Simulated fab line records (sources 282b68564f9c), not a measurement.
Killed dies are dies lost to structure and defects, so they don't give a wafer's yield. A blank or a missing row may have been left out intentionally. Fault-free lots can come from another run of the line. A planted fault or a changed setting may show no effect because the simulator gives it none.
fab line records	flow rit-cmos
record: lots: 6	wafers: 18	last-day: 7
route steps=202 shown PWELL@49 WELLDRIVE@50 NWELL@51 NRETRO@53 PRETRO@64 M1@202
lots that met no fault: taken from a fault-free run of the same line
start-h: hours from the record's opening day to when the first of the lot's shown wafers began	wait-h: hours from the lot's prior step to this one	" same as the row above	L1.1+2: a row that stands for several wafers	- no value present, or no start provided	* or withheld: withheld	< > ~ a bound
route shown NAME@n: names a module that has steps shown in the file, with the first one's number in the route	usual: mean/standard deviation of fault-free wafers	same: alike in all rows	chamber/n: place in a boat	sites: per-site readings	_std_site: standard deviation across them	_edge_site: outer sites' mean less inner sites'	radius-mm: for every site, how far away it sits from the centre of the wafer	mask NAME#n: copy n	behind: the most recent tool/chamber to have shaped the wafer	hold: the reason the lot was held/the length of the hold in hours/how it ended	device: names the non-switching transistor (n, p or np)	end of line: the tests these same wafers got at the end of their route	a step with no rows: only its recipe	killed: dies that structure and defects cost at the first sort, which is not the same as the wafer's yield	map: the dies of a wafer, with x for killed, . for not killed, _ for no die there
set.NAME: the setting that was run; set.NAME@STEP: the one run at that earlier step	model.NAME: the simulator's own value behind a step, which no gauge read
lots seen at some steps along the route; tables by step, rows by wafer
services: from which hour (start-h, from the record's first day; less than 0 if before it) a tool's chamber was out of use, for how many hours, and why
== steps ==
step: RIT_PWELL_TW_MEAS_10
usual: PWELL_TW: 959/7.2
lot.wafer	tool	chamber	start-h	wait-h	PWELL_TW
L325.1	film-metro-03	-	34.71	0.1	951
L325.3	"	-	"	"	959
L325.5	"	-	"	"	952
L330.1	film-metro-04	-	64.02	0.1	965
L330.4	"	-	"	"	967
L330.6	"	-	"	"	962
L335.4	film-metro-03	-	88.54	0.1	963
L335.5	"	-	"	"	967
L335.6	"	-	"	"	965
L337.4	film-metro-01	-	94.42	0.1	957
L337.5	"	-	"	"	952
L337.6	"	-	"	"	951
L345.1	film-metro-01	-	135.44	0.1	948
L345.2	"	-	"	"	944
L345.4	"	-	"	"	946
L346.3	film-metro-04	-	138.30	0.1	960
L346.5	"	-	"	"	959
L346.6	"	-	"	"	954
step: RIT_WELLDRIVE_ANNEAL_00
recipe: temp-c: 1100	time-s: 14700	ambient: N2
step: RIT_WELLDRIVE_RS_MEAS_01
recipe: thk-meas-gauge: four-point-probe
usual: NWELL_RS: 275.9/0.65
lot.wafer	tool	chamber	start-h	wait-h	NWELL_RS[ohm/sq]
L325.1	film-metro-04	-	40.41	0.0	275.8
L325.3	"	-	"	"	275.9
L325.5	"	-	"	"	275.6
L330.1	film-metro-01	-	69.76	0.0	276.0
L330.4	"	-	"	"	276.2
L330.6	"	-	"	"	275.2
L335.4	film-metro-04	-	94.59	0.1	275.4
L335.5	"	-	"	"	275.0
L335.6	"	-	"	"	274.9
L337.4	film-metro-04	-	100.47	0.1	275.7
L337.5	"	-	"	"	276.4
L337.6	"	-	"	"	277.0
L345.1	film-metro-04	-	142.12	0.0	275.1
L345.2	"	-	"	"	275.8
L345.4	"	-	"	"	276.2
L346.3	film-metro-01	-	143.73	0.0	275.3
L346.5	"	-	"	"	275.5
L346.6	"	-	"	"	275.1
step: RIT_WELLDRIVE_RS_MEAS_02
recipe: thk-meas-gauge: four-point-probe
usual: PWELL_RS: 429.9/1.2
lot.wafer	tool	chamber	start-h	wait-h	PWELL_RS[ohm/sq]
L325.1	film-metro-04	-	40.53	0.1	429.9
L325.3	"	-	"	"	429.7
L325.5	"	-	"	"	429.2
L330.1	film-metro-01	-	69.88	0.1	430.0
L330.4	"	-	"	"	429.1
L330.6	"	-	"	"	429.2
L335.4	film-metro-04	-	94.71	0.1	428.7
L335.5	"	-	"	"	428.3
L335.6	"	-	"	"	427.6
L337.4	film-metro-04	-	100.59	0.1	430.5
L337.5	"	-	"	"	430.0
L337.6	"	-	"	"	430.4
L345.1	film-metro-04	-	142.24	0.1	429.1
L345.2	"	-	"	"	428.8
L345.4	"	-	"	"	428.3
L346.3	film-metro-01	-	143.85	0.1	431.3
L346.5	"	-	"	"	432.3
L346.6	"	-	"	"	432.1
step: RIT_NRETRO_HMDS_00
recipe: prime-time-s: 60	prime-temp-c: 140
step: RIT_NRETRO_COAT_01
recipe: resist: NOVOLAK	spin-rpm: 2000	resist-thk-nm: 1300
step: RIT_NRETRO_SOFTBAKE_02
recipe: resist: NOVOLAK	temp-c: 90	time-s: 60
step: RIT_NRETRO_EXPOSE_03
recipe: mask-id: M4	na: 0.57	target-cd-nm: 43900	dose-mj: 250
step: RIT_NRETRO_PEB_04
recipe: resist: NOVOLAK	temp-c: withheld	time-s: withheld
step: RIT_NRETRO_DEVELOP_05
recipe: resist: NOVOLAK	develop-time-s: 68	dev-temp-c: 23
step: RIT_NRETRO_OVL_MEAS_06
usual: NRETRO_OVL: 0.4/1.2
lot.wafer	tool	chamber	start-h	wait-h	NRETRO_OVL[nm]
L325.1	overlay-02	-	41.63	-	0.4
L325.3	"	-	"	"	-0.5
L325.5	"	-	"	"	0.8
L330.1	overlay-02	-	71.00	-	1.5
L330.4	"	-	"	"	2.6
L330.6	"	-	"	"	1.2
L335.4	overlay-02	-	95.79	-	0.5
L335.5	"	-	"	"	0.5
L335.6	"	-	"	"	1.0
L337.4	overlay-01	-	101.67	-	0.9
L337.5	"	-	"	"	1.3
L337.6	"	-	"	"	1.5
L345.1	overlay-02	-	143.29	-	-0.8
L345.2	"	-	"	"	0.6
L345.4	"	-	"	"	0.5
L346.3	overlay-01	-	144.95	-	0.8
L346.5	"	-	"	"	0.0
L346.6	"	-	"	"	0.0
step: RIT_NRETRO_HARDBAKE_07
recipe: resist: NOVOLAK	temp-c: 140	time-s: 120
step: RIT_NRETRO_IMPLANT_08
recipe: species: P	energy-kev: 70	dose-cm2: 1e+13	tilt-deg: 7
usual: dose-ions-cm2: 1e+13/1.1e+10	faraday-current-uA: 31.7/0.63
lot.wafer	tool	chamber	start-h	wait-h	dose-ions-cm2	faraday-current-uA
L325.1	implanter-03	0	41.92	0.2	1e+13	31.7
L325.3	"	0	"	"	9.976e+12	32.9
L325.5	"	0	"	"	9.996e+12	30.5
L330.1	implanter-01	0	71.29	0.2	1.0004e+13	31.6
L330.4	"	0	"	"	1.0019e+13	32.1
L330.6	"	0	"	"	1.0004e+13	32.2
L335.4	implanter-01	0	96.13	0.2	8.527e+12	27.4
L335.5	"	0	"	"	8.523e+12	26.5
L335.6	"	0	"	"	8.526e+12	27.4
L337.4	implanter-01	0	102.02	0.2	8.502e+12	26.7
L337.5	"	0	"	"	8.495e+12	26.7
L337.6	"	0	"	"	8.51e+12	27.2
L345.1	implanter-03	0	143.57	0.2	1.0002e+13	32.0
L345.2	"	0	"	"	1.0004e+13	32.2
L345.4	"	0	"	"	1.0017e+13	31.1
L346.3	implanter-03	0	145.27	0.2	1.0009e+13	32.2
L346.5	"	0	"	"	9.997e+12	32.0
L346.6	"	0	"	"	9.998e+12	32.5
step: RIT_NRETRO_STRIP_09
recipe: chemistry: O2	time-s: 180	resist: NOVOLAK	platen-temp-c: withheld	power-w: 500	pressure-mtorr: 4000	o2-flow-sccm: 4000
usual: drypump-motor-current-A: 5.90/0.29
lot.wafer	tool	chamber	start-h	wait-h	drypump-motor-current-A	rf-hours-counter-h
L325.1	plasma-asher-04	1	42.07	0.1	5.58	25
L325.3	"	1	"	"	5.60	-
L325.5	"	0	"	"	6.31	-
L330.1	plasma-asher-02	0	71.44	0.1	5.92	42
L330.4	"	1	"	"	5.83	-
L330.6	"	1	"	"	5.85	-
L335.4	plasma-asher-01	0	96.26	0.1	5.59	-
L335.5	"	1	"	"	6.06	-
L335.6	"	0	"	"	5.55	-
L337.4	plasma-asher-04	0	102.15	0.1	6.31	-
L337.5	"	0	"	"	6.33	-
L337.6	"	1	"	"	5.60	-
L345.1	plasma-asher-01	1	143.72	0.1	6.07	3
L345.2	"	0	"	"	5.59	3
L345.4	"	0	"	"	5.58	-
L346.3	plasma-asher-01	0	145.43	0.1	5.58	-
L346.5	"	1	"	"	6.08	-
L346.6	"	0	"	"	5.58	-
step: RIT_NRETRO_TW_MEAS_10
usual: NRETRO_TW: 1054/7.2
lot.wafer	tool	chamber	start-h	wait-h	NRETRO_TW
L325.1	film-metro-02	-	42.25	0.1	1043
L325.3	"	-	"	"	1039
L325.5	"	-	"	"	1044
L330.1	film-metro-01	-	71.62	0.1	1052
L330.4	"	-	"	"	1047
L330.6	"	-	"	"	1052
L335.4	film-metro-02	-	96.41	0.1	995
L335.5	"	-	"	"	1001
L335.6	"	-	"	"	994
L337.4	film-metro-02	-	102.30	0.1	992
L337.5	"	-	"	"	998
L337.6	"	-	"	"	990
L345.1	film-metro-02	-	143.90	0.1	1048
L345.2	"	-	"	"	1049
L345.4	"	-	"	"	1052
L346.3	film-metro-03	-	145.57	0.1	1061
L346.5	"	-	"	"	1053
L346.6	"	-	"	"	1061
step: RIT_PRETRO_HMDS_00
recipe: prime-time-s: 60	prime-temp-c: 140
step: RIT_M1_PROBE_99
usual: killed-at-contacts: 0.1/0.31	killed-at-front-end: 7/3	killed-dies: 7/3	killed-open: 3.2/1.9	killed-short: 3.6/2.2
same: gross-dies: 264	killed_at_M0_to_M3: 0	killed_at_M4_up: 0	killed-at-back-side: 0	killed-at-other: 0
lot.wafer	tool	chamber	start-h	wait-h	killed-at-contacts	killed-at-front-end	killed-dies	killed-open	killed-short	model.etest.pmos-narrow.drive-ua-um	model.etest.pmos_0p3.drive-ua-um	model.etest.well-edge-right.line-ohm-um	model.etest.well-edge-left.line-ohm-um	model.etest.pmos-narrow.off-log10-a-um	model.etest.pmos_0p3.off-log10-a-um	model.etest.cap-p-gate.c-min-ff-um2	model.etest.pmos_0p15.vt-sat-v
L325.1	prober-02	-	75.88	0.1	0	2	2	1	1	102.3	102.5	181.5	182.1	-12.77	-12.88	2.334	-0.2787
L325.3	prober-02	-	75.98	0.2	0	9	9	2	7	104.2	104.2	180.7	180.7	-12.6	-12.78	2.337	-0.267
L325.5	prober-02	-	76.08	0.2	0	3	3	1	2	100.8	99.18	184.5	183.5	-12.86	-12.97	2.327	-0.282
L330.1	prober-01	-	100.94	0.1	0	5	5	2	3	101.1	99.14	180.5	183.7	-12.75	-12.88	2.318	-0.2945
L330.4	prober-01	-	101.09	0.2	2	4	6	4	2	102.9	102	180.8	180.8	-12.76	-12.9	2.323	-0.2815
L330.6	prober-01	-	101.19	0.2	0	9	9	3	6	103.2	101.8	185	182.4	-12.83	-13	2.335	-0.2797
L335.4	prober-02	-	124.14	0.2	1	13	14	5	9	107.6	106.4	183.1	185.1	-12.42	-12.54	2.279	-0.2804
L335.5	prober-02	-	124.19	0.2	0	6	6	5	1	108.1	106.9	186.5	185.2	-12.56	-12.61	2.273	-0.2761
L335.6	prober-02	-	124.24	0.2	0	5	5	3	2	109.3	107.5	185.2	183.2	-12.54	-12.53	2.275	-0.2767
L337.4	prober-02	-	133.94	0.2	0	8	8	2	6	111.5	109	185.4	185	-12.47	-12.66	2.273	-0.2745
L337.5	prober-02	-	133.99	0.2	0	5	5	1	4	112.9	110.8	185.4	184.5	-12.44	-12.49	2.277	-0.2654
L337.6	prober-02	-	134.04	0.2	1	7	8	3	5	112.5	109.8	186.7	187.2	-12.27	-12.48	2.254	-0.2634
L345.1	prober-02	-	172.72	0.1	0	6	6	5	1	101.3	101.1	184.2	183.8	-12.77	-12.81	2.331	-0.3075
L345.2	prober-02	-	172.77	0.1	0	4	4	3	1	100.1	101	182.8	182.9	-12.78	-12.86	2.328	-0.3061
L345.4	prober-02	-	172.87	0.2	0	4	4	2	2	103.3	103.3	184	182.7	-12.7	-12.92	2.338	-0.2995
L346.3	prober-01	-	174.32	0.2	0	8	8	3	5	101.9	101	181	179.6	-12.62	-12.81	2.321	-0.3123
L346.5	prober-01	-	174.42	0.2	0	11	11	6	5	101.6	100.6	183.4	183.7	-12.85	-12.79	2.317	-0.3133
L346.6	prober-01	-	174.47	0.2	0	7	7	2	5	101.8	100.5	178.4	179.6	-12.95	-12.94	2.332	-0.3159
killed by level:class
L325.1 REOX:geometric-particle:short=1 SPACER:geometric-particle:open=1
L325.3 GATE:geometric-particle:short=4 FOX1:geometric-particle:short=3 GATE:geometric-particle:open=1 REOX:geometric-particle:open=1
L325.5 GATE:geometric-particle:short=2 GATE:geometric-particle:open=1
L330.1 FOX1:geometric-particle:short=1 GATE:geometric-particle:open=1 REOX:geometric-particle:short=1 REOX:geometric-particle:open=1 SPACER:geometric-particle:short=1
L330.4 FOX1:geometric-particle:open=2 CONTACT:geometric-particle:open=2 GATE:geometric-particle:short=1 REOX:geometric-particle:short=1
L330.6 GATE:geometric-particle:short=2 REOX:geometric-particle:short=2 ACTIVE:geometric-particle:short=1 FOX1:geometric-particle:short=1 FOX2:geometric-particle:open=1 REOX:geometric-particle:open=1 SILICIDE:geometric-particle:open=1
L335.4 FOX2:geometric-particle:short=4 FOX1:geometric-particle:short=3 GATE:geometric-particle:short=2 FOX1:geometric-particle:open=1 FOX2:geometric-particle:open=1 GATE:geometric-particle:open=1 SILICIDE:geometric-particle:open=1 CONTACT:geometric-particle:open=1
L335.5 FOX1:geometric-particle:open=3 GATE:geometric-particle:open=1 REOX:geometric-particle:short=1 SPACER:geometric-particle:open=1
L335.6 GATE:geometric-particle:short=2 FOX2:geometric-particle:open=1 GATE:geometric-particle:open=1 REOX:geometric-particle:open=1
L337.4 GATE:geometric-particle:short=4 FOX1:geometric-particle:short=1 FOX2:geometric-particle:open=1 REOX:geometric-particle:short=1 REOX:geometric-particle:open=1
L337.5 FOX1:geometric-particle:short=3 GATE:geometric-particle:open=1 SILICIDE:geometric-particle:short=1
L337.6 FOX2:geometric-particle:short=2 SILICIDE:geometric-particle:open=2 GATE:geometric-particle:short=1 REOX:geometric-particle:short=1 SPACER:geometric-particle:open=1 CONTACT:geometric-particle:short=1
L345.1 GATE:geometric-particle:open=3 FOX2:geometric-particle:open=2 GATE:geometric-particle:short=1
L345.2 FOX1:geometric-particle:open=1 GATE:geometric-particle:short=1 GATE:geometric-particle:open=1 REOX:geometric-particle:open=1
L345.4 FOX1:geometric-particle:open=1 FOX1:geometric-particle:short=1 GATE:geometric-particle:short=1 GATE:geometric-particle:open=1
L346.3 GATE:geometric-particle:short=2 FOX1:geometric-particle:open=1 FOX2:geometric-particle:open=1 FOX2:geometric-particle:short=1 GATE:geometric-particle:open=1 REOX:geometric-particle:short=1 SPACER:geometric-particle:short=1
L346.5 FOX1:geometric-particle:open=4 FOX1:geometric-particle:short=2 GATE:geometric-particle:short=1 GATE:geometric-particle:open=1 REOX:geometric-particle:short=1 SPACER:geometric-particle:short=1 SILICIDE:geometric-particle:open=1
L346.6 REOX:geometric-particle:short=2 ACTIVE:geometric-particle:open=1 FOX1:geometric-particle:short=1 GATE:geometric-particle:short=1 REOX:geometric-particle:open=1 SPACER:geometric-particle:short=1
== services ==
tool	chamber	start-h	hours	kind
plasma-asher-04	-	84.26	1.3	repair
plasma-asher-04	-	103.48	2.8	pm
plasma-asher-01	-	108.75	9.0	pm
plasma-asher-01	0	108.75	9.0	vent-cycle
plasma-asher-01	1	108.75	9.0	vent-cycle
plasma-asher-01	0	117.75	-	clean
plasma-asher-01	1	117.75	-	clean
implanter-03	-	118.92	0.6	repair
== key ==
first-sign: step: RIT_NRETRO_IMPLANT_08	reading: dose-ions-cm2	direction: down	sigmas: 99+	usual: 1e+13	struck: 8.514e+12
effect: step: RIT_NRETRO_IMPLANT_08	reading: faraday-current-uA	direction: down	sigmas: 7.5	usual: 31.7	struck: 27.0
effect: step: RIT_NRETRO_TW_MEAS_10	reading: NRETRO_TW	direction: down	sigmas: 8.1	usual: 1054	struck: 995
model-effect: step: RIT_M1_PROBE_99	value: etest.pmos-narrow.drive-ua-um	without: 104.6	struck: 110.3
met-at RIT_NRETRO_IMPLANT_08
struck-wafers L335.4,L335.5,L335.6,L337.4,L337.5,L337.6
tester-left-out L335,L337
onset-between 71.29 96.13
fault: kind: process-parameter-drift	tool: implanter-01	chamber: -	onset-h: 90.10	steps: RIT_NRETRO_IMPLANT_08	channel: dose-cm2	offset: -1.4796e+12	shape: step	end-h: 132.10	acts-in: these-recipes-only	stated: 1e+13
tester-left-out: of these lots the tester's yield and bins aren't shown, on N5 and GAA mostly nor the transistor test; their killed dies are dies lost to structure and defects alone, not to doping, threshold or leakage, so they don't give the yield
